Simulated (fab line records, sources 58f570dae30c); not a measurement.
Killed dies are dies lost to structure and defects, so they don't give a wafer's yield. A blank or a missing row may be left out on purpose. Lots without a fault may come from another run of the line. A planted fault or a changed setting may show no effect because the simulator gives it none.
Which tool did it? | flow berkeley_cmos170 | 14 lots, 42 wafers sampled, at 4 steps of a route of 331

WHAT THE GAUGES READ, wafer by wafer
UCB170_START_BOW_MEAS_00.
lot  | measured    | on            | INCOMING_BOW (um)
L132 | day 1 10:00 | film_metro-01 | 9 1 -1
L134 | day 1 20:00 | film_metro-02 | -8 4 -10
L135 | day 2 01:00 | film_metro-02 | 7 7 -3
L136 | day 2 06:00 | film_metro-02 | 0 -3 5
L137 | day 2 11:00 | film_metro-04 | -2 5 14
L139 | day 2 21:01 | film_metro-02 | -9 1 -3
L140 | day 3 02:04 | film_metro-01 | 3 10 12
L147 | day 4 13:00 | film_metro-02 | -3 -6 0
L149 | day 4 23:00 | film_metro-02 | -5 2 6
L150 | day 5 04:01 | film_metro-02 | -2 -5 13
L152 | day 5 14:00 | film_metro-01 | 6 -5 9
L153 | day 5 19:01 | film_metro-02 | -6 16 -7
L154 | day 6 00:01 | film_metro-02 | -1 -9 8
L155 | day 6 05:03 | film_metro-01 | 8 -11 -10

UCB170_SCREENOX_THK_MEAS_02.
lot  | measured    | on            | SCREENOX_OXIDE_THK (nm)
L132 | day 5 06:05 | film_metro-02 | 14.43 14.09 14.52
L134 | day 5 15:00 | film_metro-01 | 14.51 14.82 14.56
L135 | day 6 05:23 | film_metro-01 | 14.59 14.66 14.48
L136 | day 6 05:23 | film_metro-02 | 14.51 14.85 14.65
L137 | day 6 20:03 | film_metro-01 | 14.79 14.67 14.65
L147 | day 8 22:24 | film_metro-01 | 14.84 14.51 14.77
L149 | day 8 22:22 | film_metro-02 | 14.55 14.44 14.45
L150 | day 8 22:21 | film_metro-01 | 13.96 14.06 14.36
L152 | day 9 16:31 | film_metro-01 | 14.55 14.35 14.44
L153 | day 9 16:31 | film_metro-04 | 14.73 14.42 14.72
L154 | day 9 16:31 | film_metro-02 | 14.60 14.54 14.59
L155 | day 9 18:11 | film_metro-02 | 14.46 14.22 14.33

UCB170_PVT_OVL_MEAS_06.
lot  | measured     | on         | PVT_OVL (nm)
L132 | day 5 15:35  | overlay-02 | -6 -9 2
L134 | day 6 00:39  | overlay-02 | -8 1 9
L135 | day 6 14:31  | overlay-01 | -7 -5 -7
L136 | day 6 14:01  | overlay-02 | -6 1 2
L137 | day 7 05:45  | overlay-02 | -3 -8 -4
L147 | day 9 06:16  | overlay-01 | -2 -5 4
L149 | day 9 05:16  | overlay-02 | 0 -9 -2
L150 | day 9 05:32  | overlay-01 | -6 3 -5
L152 | day 9 22:42  | overlay-01 | -8 -1 -2
L153 | day 9 22:43  | overlay-02 | -2 1 0
L154 | day 9 22:26  | overlay-01 | 5 -7 -5
L155 | day 10 00:40 | overlay-01 | -7 -11 -8

WHICH TOOL RAN EACH LOT (tool, then ch and the chambers of the sampled wafers, then the start)
lot  | UCB170_PWELL_STRIP_16
L132 | plasma_asher-03 ch 0,1, day 3 00:59
L134 | plasma_asher-03 ch 0,1, day 3 06:23
L135 | plasma_asher-03 ch 0,1, day 3 18:07
L136 | plasma_asher-01 ch 0,1, day 3 18:22
L137 | plasma_asher-03 ch 0,1, day 4 07:08
L139 | plasma_asher-04 ch 0,1, day 4 14:23
L140 | plasma_asher-01 ch 0,1, day 5 03:58
L147 | plasma_asher-04 ch 0,1, day 6 20:02
L149 | plasma_asher-01 ch 0,1, day 6 20:31
L150 | plasma_asher-03 ch 0,1, day 6 20:16
L152 | plasma_asher-01 ch 0,1, day 7 15:22
L153 | plasma_asher-03 ch 0,1, day 7 16:37
L154 | plasma_asher-04 ch 1, day 7 16:22
L155 | plasma_asher-04 ch 0,1, day 7 22:13
- UCB170_PWELL_STRIP_16: strips in O2.

WHAT THE TOOLS THEMSELVES READ (means of the sampled wafers that have a number; where no wafer has one, the mark that the record gives instead)
UCB170_PWELL_STRIP_16.
lot  | tool            | chamber_pressure_mTorr (mTorr) | drypump_motor_current_A (A) | oes_product_au (a.u.) | strip_time_to_endpoint_s (s)
L132 | plasma_asher-03 | 3499.8                         | 5.6                         | 0.721                 | 18.08
L134 | plasma_asher-03 | 3499.7                         | 5.6                         | 0.721                 | 18.08
L135 | plasma_asher-03 | 3501.0                         | 5.6                         | 0.720                 | 18.12
L136 | plasma_asher-01 | 3497.2                         | 5.5                         | 0.722                 | 18.24
L137 | plasma_asher-03 | 3501.6                         | 5.6                         | 0.714                 | 18.07
L139 | plasma_asher-04 | -                              | -                           | -                     | -
L140 | plasma_asher-01 | -                              | -                           | -                     | -
L147 | plasma_asher-04 | 3502.2                         | 6.3                         | 0.721                 | 18.24
L149 | plasma_asher-01 | 3501.7                         | 5.4                         | 0.723                 | 18.15
L150 | plasma_asher-03 | 3501.1                         | 5.6                         | 0.722                 | 18.16
L152 | plasma_asher-01 | 3499.2                         | 5.5                         | 0.720                 | 18.18
L153 | plasma_asher-03 | 3500.5                         | 5.6                         | 0.725                 | 18.14
L154 | plasma_asher-04 | 3502.3                         | 6.5                         | 0.719                 | 18.13
L155 | plasma_asher-04 | 3500.2                         | 6.3                         | 0.721                 | 18.13

THE ANSWER, worked out from the rows above alone
Rule: what is usual is taken from the lots themselves. Put in order of their means at a reading, lots are off if they are a third of the lots or fewer, leave a main group of 4 or more, and stand apart from it by a gap of 3 or more times the standard deviation of the main group's means; of several such gaps the widest counts. A main group whose means are all the same, to the digits that the tables above print for the reading, isn't used. A lot without any number at a reading at which 4 lots or more have one is off too. The other lots that the step has rows for count as sound. The gauges are gone through in route order, then the tools' own readings, and for those a lot's mean is taken as printed above. The first step at which some lot is off is used, and at that step the reading that is off furthest; a lot without a number counts as furthest.
Off: L139, L140, at UCB170_PWELL_STRIP_16 (chamber_pressure_mTorr). Without a number there: L139, L140. The main group: mean 3500.5 mTorr, standard deviation 1.4.
A tool fits if, at that step or a process step before it, it ran every lot that is off, and no sound lot after the first of them. None of those tried fits.

WHAT THE SIMULATOR HAD PUT IN
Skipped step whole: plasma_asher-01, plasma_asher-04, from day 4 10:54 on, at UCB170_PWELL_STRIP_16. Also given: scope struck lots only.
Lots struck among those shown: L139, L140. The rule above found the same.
